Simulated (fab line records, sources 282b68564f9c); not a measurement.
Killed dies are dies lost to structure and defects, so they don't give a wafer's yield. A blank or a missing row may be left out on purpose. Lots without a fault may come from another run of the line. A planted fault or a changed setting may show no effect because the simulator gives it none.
Which tool did it? | flow rit_cmos | 13 lots, 39 wafers sampled, at 5 steps of a route of 202

WHAT THE GAUGES READ, wafer by wafer
RIT_FOX1_THK_MEAS_01. Usual: FOX1_OXIDE_THK 349 nm, standard deviation 8.2.
lot  | measured    | on            | FOX1_OXIDE_THK (nm) | flag
L744 | day 1 17:34 | film_metro-01 | 345 346 338         |
L745 | day 1 23:37 | film_metro-01 | 354 354 350         |
L746 | day 2 05:27 | film_metro-03 | 345 346 348         |
L747 | day 2 10:56 | film_metro-01 | 351 358 356         |
L749 | day 2 21:01 | film_metro-03 | 343 340 343         |
L751 | day 3 03:55 | film_metro-03 | 358 358 356         |
L752 | day 3 12:54 | film_metro-03 | 343 345 343         |
L753 | day 3 19:25 | film_metro-04 | 341 337 341         |
L754 | day 3 20:21 | film_metro-04 | 359 363 363         |
L764 | day 5 21:27 | film_metro-04 | 361 361 360         |
L765 | day 6 03:26 | film_metro-04 | 354 352 348         |
L766 | day 6 10:44 | film_metro-01 | 334 330 334         |
L767 | day 6 14:20 | film_metro-04 | 341 340 338         |

RIT_GATE_THK_MEAS_07. Usual: GATE_OXIDE_THK 3.00 nm, standard deviation 0.066.
lot  | measured    | on            | GATE_OXIDE_THK (nm) | flag
L744 | day 2 12:50 | film_metro-03 | 3.13 3.09 3.12      |
L745 | day 2 16:53 | film_metro-03 | 3.01 2.95 3.02      |
L746 | day 3 00:43 | film_metro-01 | 2.87 2.97 2.93      |
L747 | day 3 06:42 | film_metro-03 | 3.03 3.12 2.97      |
L749 | day 3 16:41 | film_metro-03 | 2.98 3.04 3.16      |
L751 | day 4 02:35 | film_metro-03 | 3.03 3.09 3.06      |
L752 | day 4 07:23 | film_metro-03 | 2.96 2.94 2.90      |
L753 | day 4 14:17 | film_metro-03 | 2.98 3.02 3.10      |
L754 | day 4 14:58 | film_metro-03 | 2.97 2.92 2.97      |
L764 | day 6 17:59 | film_metro-02 | 3.03 3.02 3.00      |
L765 | day 6 22:18 | film_metro-02 | 2.98 2.97 2.98      |
L766 | day 7 06:03 | film_metro-01 | 3.06 3.10 3.07      |
L767 | day 7 07:22 | film_metro-01 | 3.01 2.93 2.86      |

RIT_NLDD_OVL_MEAS_06. Usual: NLDD_OVL 1.2 nm, standard deviation 1.4.
lot  | measured    | on         | NLDD_OVL (nm)  | flag
L744 | day 2 21:34 | overlay-02 | 2.5 1.1 3.7    |
L745 | day 3 02:05 | overlay-01 | -1.0 -0.9 -0.4 |
L746 | day 3 08:44 | overlay-01 | 1.9 1.5 1.5    |
L747 | day 3 16:26 | overlay-01 | 1.7 1.9 1.5    |
L749 | day 4 00:13 | overlay-02 | 4.4 4.1 4.1    |
L751 | day 4 10:33 | overlay-02 | 2.6 3.0 2.2    |
L752 | day 4 14:58 | overlay-01 | 1.7 2.5 1.0    |
L753 | day 4 23:02 | overlay-02 | 3.0 4.4 2.7    |
L754 | day 5 00:56 | overlay-02 | - - -          | OFF
L764 | day 7 02:38 | overlay-02 | 2.2 1.4 1.1    |
L765 | day 7 07:00 | overlay-02 | 1.8 1.4 0.9    |
L766 | day 7 13:25 | overlay-01 | 1.5 1.0 0.8    |
L767 | day 7 15:49 | overlay-01 | 1.5 -0.1 1.0   |

RIT_NLDD_TW_MEAS_10. Usual: NLDD_TW 2466, standard deviation 21.
lot  | measured    | on            | NLDD_TW           | flag
L744 | day 2 22:05 | film_metro-02 | 2485 2477 2473    |
L745 | day 3 02:35 | film_metro-02 | 2474 2493 2491    |
L746 | day 3 09:14 | film_metro-03 | 2461 2466 2466    |
L747 | day 3 16:57 | film_metro-03 | 2450 2467 2465    |
L749 | day 4 00:44 | film_metro-04 | 2477 2479 2474    |
L751 | day 4 11:04 | film_metro-02 | 2477 2477 2487    |
L752 | day 4 15:28 | film_metro-04 | 2475 2462 2462    |
L753 | day 4 23:32 | film_metro-02 | 2488 2478 2479    |
L754 | day 5 01:28 | film_metro-03 | 30 30 30 30 30 30 | OFF
L764 | day 7 03:09 | film_metro-04 | 2460 2478 2480    |
L765 | day 7 07:31 | film_metro-04 | 2476 2477 2480    |
L766 | day 7 13:55 | film_metro-04 | 2463 2470 2475    |
L767 | day 7 16:20 | film_metro-03 | 2431 2432 2436    |

WHICH TOOL RAN EACH LOT (tool, then ch and the chambers of the sampled wafers, then the start)
lot  | RIT_NLDD_EXPOSE_03
L744 | iline_stepper-01 ch 0, day 2 21:11
L745 | iline_stepper-02 ch 0, day 3 01:41
L746 | iline_stepper-02 ch 0, day 3 08:20
L747 | iline_stepper-01 ch 0, day 3 16:03
L749 | iline_stepper-01 ch 0, day 3 23:50
L751 | iline_stepper-02 ch 0, day 4 10:10
L752 | iline_stepper-02 ch 0, day 4 14:34
L753 | iline_stepper-01 ch 0, day 4 22:38
L754 | iline_stepper-02 ch 0, day 5 00:34
L764 | iline_stepper-01 ch 0, day 7 02:14
L765 | iline_stepper-02 ch 0, day 7 06:26
L766 | iline_stepper-01 ch 0, day 7 13:01
L767 | iline_stepper-01 ch 0, day 7 15:25
- RIT_NLDD_EXPOSE_03: exposes mask M7, target cd 40700 nm.

WHAT THE TOOLS THEMSELVES READ (means of the sampled wafers that have a number; where no wafer has one, the mark that the record gives instead)
RIT_NLDD_EXPOSE_03. Usual: reticle_temp_C 22.99 C, standard deviation 0.11.
lot  | tool             | reticle_temp_C (C) | flag
L744 | iline_stepper-01 | 22.91              |
L745 | iline_stepper-02 | 22.89              |
L746 | iline_stepper-02 | 22.84              |
L747 | iline_stepper-01 | 22.86              |
L749 | iline_stepper-01 | 22.99              |
L751 | iline_stepper-02 | 23.01              |
L752 | iline_stepper-02 | 23.01              |
L753 | iline_stepper-01 | 22.98              |
L754 | iline_stepper-02 | 23.17              |
L764 | iline_stepper-01 | 22.91              |
L765 | iline_stepper-02 | 23.12              |
L766 | iline_stepper-01 | 22.93              |
L767 | iline_stepper-01 | 23.18              |

THE ANSWER, worked out from the rows above alone
Rule: a lot is off if the mean of its wafers that have a number lies more than 3 standard deviations from the usual mean. A lot without any number at a reading at which 4 lots or more have one is off too. The other lots that the step has rows for count as sound. The gauges are gone through in route order, then the tools' own readings, and for those a lot's mean is taken as printed above. The first step at which some lot is off is used, and at that step the reading that is off furthest; a lot without a number counts as furthest.
Off: L754, at RIT_NLDD_OVL_MEAS_06 (NLDD_OVL). Without a number there: L754.
A tool fits if, at a process step before that reading, it ran every lot that is off, and no sound lot after the first of them. The gauges at RIT_NLDD_OVL_MEAS_06 aren't tried: what is off there is off at RIT_NLDD_TW_MEAS_10 too, on other tools, and a gauge's error can't cause that. None of those tried fits.

WHAT THE SIMULATOR HAD PUT IN
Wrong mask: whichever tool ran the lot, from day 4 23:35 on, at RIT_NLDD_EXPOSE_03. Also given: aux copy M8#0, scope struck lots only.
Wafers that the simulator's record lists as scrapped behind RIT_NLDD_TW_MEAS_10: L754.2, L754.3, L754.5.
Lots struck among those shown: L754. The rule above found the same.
